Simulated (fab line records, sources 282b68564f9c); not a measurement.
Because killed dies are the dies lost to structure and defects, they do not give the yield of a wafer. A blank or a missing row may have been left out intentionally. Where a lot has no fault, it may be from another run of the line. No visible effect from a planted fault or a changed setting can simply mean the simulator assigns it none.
Problem report, 8D (eight disciplines) form, completed by code | flow rit cmos | the parts of the form that need people (team, actions taken, sign-off) are left out

## 1. PROBLEM STATEMENT
Mean of run length s at RIT_GATE_ETCH_19: 210.1 s across 9 wafers in 3 lots; on wafers with no fault it is 193.1 s (standard deviation 0.32). Relative to the usual mean, that is a shift of +53 standard deviations.
The step: etches poly-Si in SF6/CHF3/O2, stops on SiO2, time 165 s, target depth 312.5 nm.
Earliest sighting: wafer L703.3 on rie si-01 at day 5 10:47. At this step, 21 wafers from 7 lots have a number in the record. Rule for "out", or "out of limits": more than 4 standard deviations from the usual mean. The other wafers with a number count as sound.

## 2. WHAT THIS IS AND IS NOT
question                    | is                     | is not
which readings at this step | run length s           | chamber pressure mTorr, drypump motor current A, throttle valve pct
which lots                  | L703, L705, L707       | L699, L700, L710, L712
which wafers of those lots  | all that have a number | -
read on which tools         | rie si-01              | rie si-02
when                        | from day 5 10:47       | up to then (6 sound wafers); but 6 sound wafers of L710, L712 came after

## 3. WHAT RULES OUT EACH SUSPECT
Counting: a tool at any process step up to the reading remains a suspect when it ran all the lots that are out and ran no sound lot after the first of those.
- rie si-01 at RIT_GATE_ETCH_19 (etches poly-Si in SF6/CHF3/O2, stops on SiO2, time 165 s, target depth 312.5 nm): kept. All lots that are out passed through it, beginning with L703 at day 5 10:47, and no sound lot followed; its final sound lot before that point was L699 at day 4 15:48. On those wafers its own readings are out: run length s.
The count leaves rie si-01 at RIT_GATE_ETCH_19.

## 4. THE CAUSE (what the simulator had put in)
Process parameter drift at RIT_GATE_ETCH_19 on rie si-01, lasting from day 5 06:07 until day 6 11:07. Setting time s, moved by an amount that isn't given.
Counting left only this tool.

## 5. SEQUENCE OF EFFECTS, ordered by route
Each row: a reading whose mean over the struck wafers that have a number lies more than 3 standard deviations from the usual. Only readings for which the record gives a usual standard deviation are gone through. hours: the time from each lot's start at the first step in this table that gives one to its start at this step, as a median over the lots. sigmas: the change in usual standard deviations.
hours | step             | reading        | usual      | on struck wafers | change | sigmas
0     | RIT_GATE_ETCH_19 | oes product au | 0.826 a.u. | 0.771            | -0.055 | -5.0
0     | RIT_GATE_ETCH_19 | run length s   | 193.1 s    | 210.1            | +17.0  | +53
The process steps in it:
- RIT_GATE_ETCH_19: etches poly-Si in SF6/CHF3/O2, stops on SiO2, time 165 s, target depth 312.5 nm.

## 6. WHAT WOULD HAVE CAUGHT IT SOONER
In this record the first reading out of limits was taken at day 5 10:47, 5 hours after the fault began at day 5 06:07.
